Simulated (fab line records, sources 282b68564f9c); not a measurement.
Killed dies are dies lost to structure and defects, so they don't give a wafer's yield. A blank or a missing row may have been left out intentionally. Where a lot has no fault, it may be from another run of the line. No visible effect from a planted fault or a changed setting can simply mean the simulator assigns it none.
Split-lot study | flow rit-cmos | route with 202 steps; 5 lots, 23 wafers read

## THE SPLIT
At RIT_SILICIDE_SPUTTER_01 (material Ti, target thk 30 nm, time 240 s), the setting time-s was moved away from the recipe's 240 s on 8 of the 23 wafers read, by +4.3% to +11.1%. All remaining wafers had this setting at the recipe value.

## BETWEEN THE SPLIT AND THE READING: the file shows 1 step in between
- RIT_SILICIDE_RS_MEAS_02: measures by four-point-probe

## THE READING
SILICIDE_TI_THK, in nm, at RIT_SILICIDE_THK_MEAS_03 (measures by xrf). Typical for fault-free wafers on this fab line: 29.62 nm, with standard deviation 0.23 nm.

wafer  | tool, chamber at the split | time-s as run, s | against the recipe | SILICIDE_TI_THK, nm | against lot-mates on the recipe
L076.1 | pvd-sputter-02, -          | 266.7            | +11.1%             | 33.14               | +3.26
L076.2 | pvd-sputter-02, -          | 240              | recipe             | 29.76               | -
L076.3 | pvd-sputter-02, -          | 266.7            | +11.1%             | 32.92               | +3.04
L076.5 | pvd-sputter-02, -          | 266.7            | +11.1%             | 33.45               | +3.57
L076.6 | pvd-sputter-02, -          | 240              | recipe             | 30.00               | -
L079.1 | pvd-sputter-04, -          | 240              | recipe             | 29.65               | -
L079.2 | pvd-sputter-04, -          | 240              | recipe             | 29.30               | -
L079.3 | pvd-sputter-04, -          | 250.8            | +4.5%              | 30.96               | +1.47
L079.4 | pvd-sputter-04, -          | 250.8            | +4.5%              | 30.91               | +1.42
L079.6 | pvd-sputter-04, -          | 240              | recipe             | 29.52               | -
L082.1 | pvd-sputter-02, -          | 240              | recipe             | 29.64               | -
L082.2 | pvd-sputter-02, -          | 240              | recipe             | 29.73               | -
L082.3 | pvd-sputter-02, -          | 240              | recipe             | 29.75               | -
L082.4 | pvd-sputter-02, -          | 240              | recipe             | 29.60               | -
L082.6 | pvd-sputter-02, -          | 240              | recipe             | 29.74               | -
L084.1 | pvd-sputter-02, -          | 250.4            | +4.3%              | 30.51               | +0.87
L084.3 | pvd-sputter-02, -          | 250.4            | +4.3%              | 30.60               | +0.96
L084.4 | pvd-sputter-02, -          | 250.4            | +4.3%              | 30.99               | +1.34
L084.5 | pvd-sputter-02, -          | 240              | recipe             | 29.68               | -
L084.6 | pvd-sputter-02, -          | 240              | recipe             | 29.61               | -
L085.1 | pvd-sputter-04, -          | 240              | recipe             | 30.06               | -
L085.5 | pvd-sputter-04, -          | 240              | recipe             | 29.88               | -
L085.6 | pvd-sputter-04, -          | 240              | recipe             | 29.85               | -

FIT RESULTS
A straight line over all 23 wafers: SILICIDE_TI_THK changes by +0.302 nm for each +1% of time-s; r = +0.98; the points scatter about the line by 0.23 nm.
The same after taking each lot's own level away (the mean of its wafers on the recipe; 23 wafers): +0.293 nm for each +1%; r = +0.99; scatter 0.17 nm.
Per that fit: largest time-s move, reading shift of 3.3 nm.
Measured against the standard deviation above, the lots' own levels, which go from 29.490 to 29.930 nm, span 1.9 times it.
The two slopes agree, so the slope changes little with the lot-to-lot level.
Check: for one of the wafers moved furthest among these (+11.1%), held out of the fit, the line's prediction against its lot-mates is +3.24 nm. It came out at +3.26 nm against them.

## ADDITIONAL SPLITS CARRIED BY THESE WAFERS
Before the reading, these wafers also passed through other splits. Each is held against what the fit with the lots' levels taken away leaves over:
other split on the same wafers | wafers away from the commonest value | r with SILICIDE_TI_THK (lot level and that fit taken away)
RIT_PSD_SOFTBAKE_02 temp-c     | 8                                    | -0.09
RIT_SDANNEAL_RTA_03 time-s     | 7                                    | +0.13

## THE WHOLE CHAIN: every reading that the file lists as answering this split, in the file's order
step                     | what it does                              | reading                                                                           | change (the file's fit)               | r (the file's)
RIT_SILICIDE_SPUTTER_01  | material Ti, target thk 30 nm, time 240 s | Ti_of_SILICIDE_SPUTTER_01.thk-nm (the simulator's own value, which no gauge read) | +0.295 nm for each +1% of the setting | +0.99
RIT_SILICIDE_RS_MEAS_02  | measures by four-point-probe              | SILICIDE_TI_RS                                                                    | -0.525 for each +1% of the setting    | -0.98
RIT_SILICIDE_THK_MEAS_03 | measures by xrf                           | SILICIDE_TI_THK                                                                   | +0.293 for each +1% of the setting    | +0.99

## FILE'S OWN FIT
SILICIDE_TI_THK changes by +0.293 nm for each +1% of time-s, r = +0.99.
